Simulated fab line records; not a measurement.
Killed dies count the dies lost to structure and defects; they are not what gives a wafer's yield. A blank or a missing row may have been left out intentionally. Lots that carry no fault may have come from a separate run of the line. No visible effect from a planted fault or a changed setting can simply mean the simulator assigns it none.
The tool behind it: which one? :: flow berkeley cmos170 :: 15 lots, 45 wafers sampled, at 3 steps of a route of 331

== WHAT THE GAUGES SHOWED, per wafer ==
UCB170_SACOX_THK_MEAS_02.
lot: L869
measured: day 6 04:20
on: film metro-03
SACOX_OXIDE_THK (nm): 13.84 13.96 13.71

lot: L870
measured: day 6 09:35
on: film metro-01
SACOX_OXIDE_THK (nm): 14.36 14.38 14.47

lot: L871
measured: day 6 22:57
on: film metro-04
SACOX_OXIDE_THK (nm): 13.64 13.83 13.86

lot: L872
measured: day 6 22:58
on: film metro-01
SACOX_OXIDE_THK (nm): 14.08 14.33 14.08

lot: L873
measured: day 6 22:58
on: film metro-03
SACOX_OXIDE_THK (nm): 14.72 14.53 14.56

lot: L874
measured: day 7 11:01
on: film metro-01
SACOX_OXIDE_THK (nm): 14.62 14.44 14.51

lot: L881
measured: day 8 06:49
on: film metro-03
SACOX_OXIDE_THK (nm): 13.97 14.00 14.30

lot: L880
measured: day 8 06:50
on: film metro-04
SACOX_OXIDE_THK (nm): 14.71 14.48 14.67

lot: L883
measured: day 8 18:56
on: film metro-03
SACOX_OXIDE_THK (nm): 14.03 14.23 14.12

lot: L884
measured: day 8 18:56
on: film metro-01
SACOX_OXIDE_THK (nm): 14.01 13.81 13.83

lot: L886
measured: day 9 18:44
on: film metro-03
SACOX_OXIDE_THK (nm): 14.39 14.55 14.47

lot: L887
measured: day 9 18:44
on: film metro-01
SACOX_OXIDE_THK (nm): 14.30 14.11 14.55

lot: L889
measured: day 9 18:48
on: film metro-01
SACOX_OXIDE_THK (nm): 14.54 14.33 14.46

lot: L890
measured: day 10 17:37
on: film metro-03
SACOX_OXIDE_THK (nm): 14.58 14.51 14.38

lot: L891
measured: day 10 17:37
on: film metro-01
SACOX_OXIDE_THK (nm): 14.31 14.14 14.45

UCB170_M1_CD_MEAS_09: target cd 700 nm.
lot: L869
measured: day 8 11:55
on: cd sem-01
cd nm (nm): 703.1 701.5 701.7

lot: L870
measured: day 8 21:13
on: cd sem-02
cd nm (nm): 700.5 700.9 701.8

lot: L874
measured: day 9 12:02
on: cd sem-01
cd nm (nm): 701.2 702.4 701.1

lot: L881
measured: day 10 12:33
on: cd sem-01
cd nm (nm): 701.8 702.0 701.3

lot: L880
measured: day 10 10:56
on: cd sem-02
cd nm (nm): 702.1 699.0 701.4

lot: L883
measured: day 11 02:52
on: cd sem-01
cd nm (nm): 700.0 701.2 698.4

lot: L884
measured: day 11 05:04
on: cd sem-01
cd nm (nm): 702.2 701.5 702.7

lot: L886
measured: day 12 02:50
on: cd sem-01
cd nm (nm): 699.3 701.0 699.8

lot: L887
measured: day 12 02:13
on: cd sem-01
cd nm (nm): 698.1 699.2 699.2

lot: L889
measured: day 12 03:41
on: cd sem-02
cd nm (nm): 700.7 699.2 700.2

lot: L890
measured: day 12 23:00
on: cd sem-02
cd nm (nm): 699.8 700.1 699.3

lot: L891
measured: day 12 23:23
on: cd sem-02
cd nm (nm): 701.3 700.3 700.3

== TOOL THAT RAN EACH LOT (tool first, then ch and the chambers of the sampled wafers, then the start) ==
lot: L869
UCB170_BACKSIDE_STRIP_03: plasma asher-02 ch 0,1, day 8 04:30

lot: L870
UCB170_BACKSIDE_STRIP_03: plasma asher-02 ch 0,1, day 8 10:30

lot: L871
UCB170_BACKSIDE_STRIP_03: plasma asher-02 ch 0,1, day 8 18:52

lot: L872
UCB170_BACKSIDE_STRIP_03: plasma asher-04 ch 0,1, day 8 19:19

lot: L873
UCB170_BACKSIDE_STRIP_03: plasma asher-02 ch 0,1, day 8 18:01

lot: L874
UCB170_BACKSIDE_STRIP_03: plasma asher-03 ch 0,1, day 9 04:46

lot: L881
UCB170_BACKSIDE_STRIP_03: plasma asher-03 ch 0,1, day 10 03:50

lot: L880
UCB170_BACKSIDE_STRIP_03: plasma asher-02 ch 0,1, day 10 03:23

lot: L883
UCB170_BACKSIDE_STRIP_03: plasma asher-02 ch 0,1, day 10 19:26

lot: L884
UCB170_BACKSIDE_STRIP_03: plasma asher-03 ch 0,1, day 10 19:43

lot: L886
UCB170_BACKSIDE_STRIP_03: plasma asher-02 ch 0,1, day 11 17:32

lot: L887
UCB170_BACKSIDE_STRIP_03: plasma asher-03 ch 0,1, day 11 17:05

lot: L889
UCB170_BACKSIDE_STRIP_03: plasma asher-04 ch 0,1, day 11 18:16

lot: L890
UCB170_BACKSIDE_STRIP_03: plasma asher-02 ch 0,1, day 12 14:28

lot: L891
UCB170_BACKSIDE_STRIP_03: plasma asher-04 ch 0,1, day 12 15:14
- UCB170_BACKSIDE_STRIP_03: strips in O2.

== WHAT THE TOOLS THEMSELVES READ (means of the sampled wafers that have a number; where no wafer has one, the mark that the record gives instead) ==
UCB170_BACKSIDE_STRIP_03.
lot: L869
tool: plasma asher-02
chamber pressure mTorr (mTorr): 3499
drypump motor current A (A): 5.54
oes product au (a.u.): 0.731
strip time to endpoint s (s): 21.99

lot: L870
tool: plasma asher-02
chamber pressure mTorr (mTorr): 3496
drypump motor current A (A): 5.54
oes product au (a.u.): 0.735
strip time to endpoint s (s): 21.97

lot: L871
tool: plasma asher-02
chamber pressure mTorr (mTorr): -
drypump motor current A (A): -
oes product au (a.u.): -
strip time to endpoint s (s): -

lot: L872
tool: plasma asher-04
chamber pressure mTorr (mTorr): -
drypump motor current A (A): -
oes product au (a.u.): -
strip time to endpoint s (s): -

lot: L873
tool: plasma asher-02
chamber pressure mTorr (mTorr): -
drypump motor current A (A): -
oes product au (a.u.): -
strip time to endpoint s (s): -

lot: L874
tool: plasma asher-03
chamber pressure mTorr (mTorr): 3498
drypump motor current A (A): 5.96
oes product au (a.u.): 0.733
strip time to endpoint s (s): 22.03

lot: L881
tool: plasma asher-03
chamber pressure mTorr (mTorr): 3500
drypump motor current A (A): 5.98
oes product au (a.u.): 0.733
strip time to endpoint s (s): 22.06

lot: L880
tool: plasma asher-02
chamber pressure mTorr (mTorr): 3504
drypump motor current A (A): 5.55
oes product au (a.u.): 0.734
strip time to endpoint s (s): 22.04

lot: L883
tool: plasma asher-02
chamber pressure mTorr (mTorr): 3501
drypump motor current A (A): 5.57
oes product au (a.u.): 0.737
strip time to endpoint s (s): 21.98

lot: L884
tool: plasma asher-03
chamber pressure mTorr (mTorr): 3499
drypump motor current A (A): 6.00
oes product au (a.u.): 0.734
strip time to endpoint s (s): 22.08

lot: L886
tool: plasma asher-02
chamber pressure mTorr (mTorr): 3499
drypump motor current A (A): 5.57
oes product au (a.u.): 0.732
strip time to endpoint s (s): 22.02

lot: L887
tool: plasma asher-03
chamber pressure mTorr (mTorr): 3500
drypump motor current A (A): 5.95
oes product au (a.u.): 0.731
strip time to endpoint s (s): 21.95

lot: L889
tool: plasma asher-04
chamber pressure mTorr (mTorr): 3503
drypump motor current A (A): 5.15
oes product au (a.u.): 0.731
strip time to endpoint s (s): 21.82

lot: L890
tool: plasma asher-02
chamber pressure mTorr (mTorr): 3501
drypump motor current A (A): 5.58
oes product au (a.u.): 0.734
strip time to endpoint s (s): 21.93

lot: L891
tool: plasma asher-04
chamber pressure mTorr (mTorr): 3498
drypump motor current A (A): 5.18
oes product au (a.u.): 0.734
strip time to endpoint s (s): 21.91

== THE ANSWER, worked out from the rows above alone ==
Rule: the usual values come from the lots themselves. Put in order of their means at a reading, lots are off if they are a third of the lots or fewer, leave a main group of 4 or more, and stand apart from it by a gap of 3 or more times the standard deviation of the main group's means; of several such gaps the widest counts. The tables above print the reading to a certain number of digits; a main group whose means all agree to those digits is not used. A lot without any number at a reading at which 4 lots or more have one is off too. All remaining lots with rows at the step are treated as sound. The gauges are gone through in route order, then the tools' own readings, and for those a lot's mean is taken as printed above. The first step at which some lot is off is used, and at that step the reading that is off furthest; a lot without a number counts as furthest.
Off: L871, L872, L873 (UCB170_BACKSIDE_STRIP_03, chamber pressure mTorr). Without a number there: L871, L872, L873. For the main group the mean is 3500 mTorr and the standard deviation 2.1.
If a tool, at that step or one of the process steps before it, ran each lot that is off and ran no sound lot following the first of them, it fits. No candidate that was tried fits.

== WHAT THE SIMULATOR HAD INSERTED ==
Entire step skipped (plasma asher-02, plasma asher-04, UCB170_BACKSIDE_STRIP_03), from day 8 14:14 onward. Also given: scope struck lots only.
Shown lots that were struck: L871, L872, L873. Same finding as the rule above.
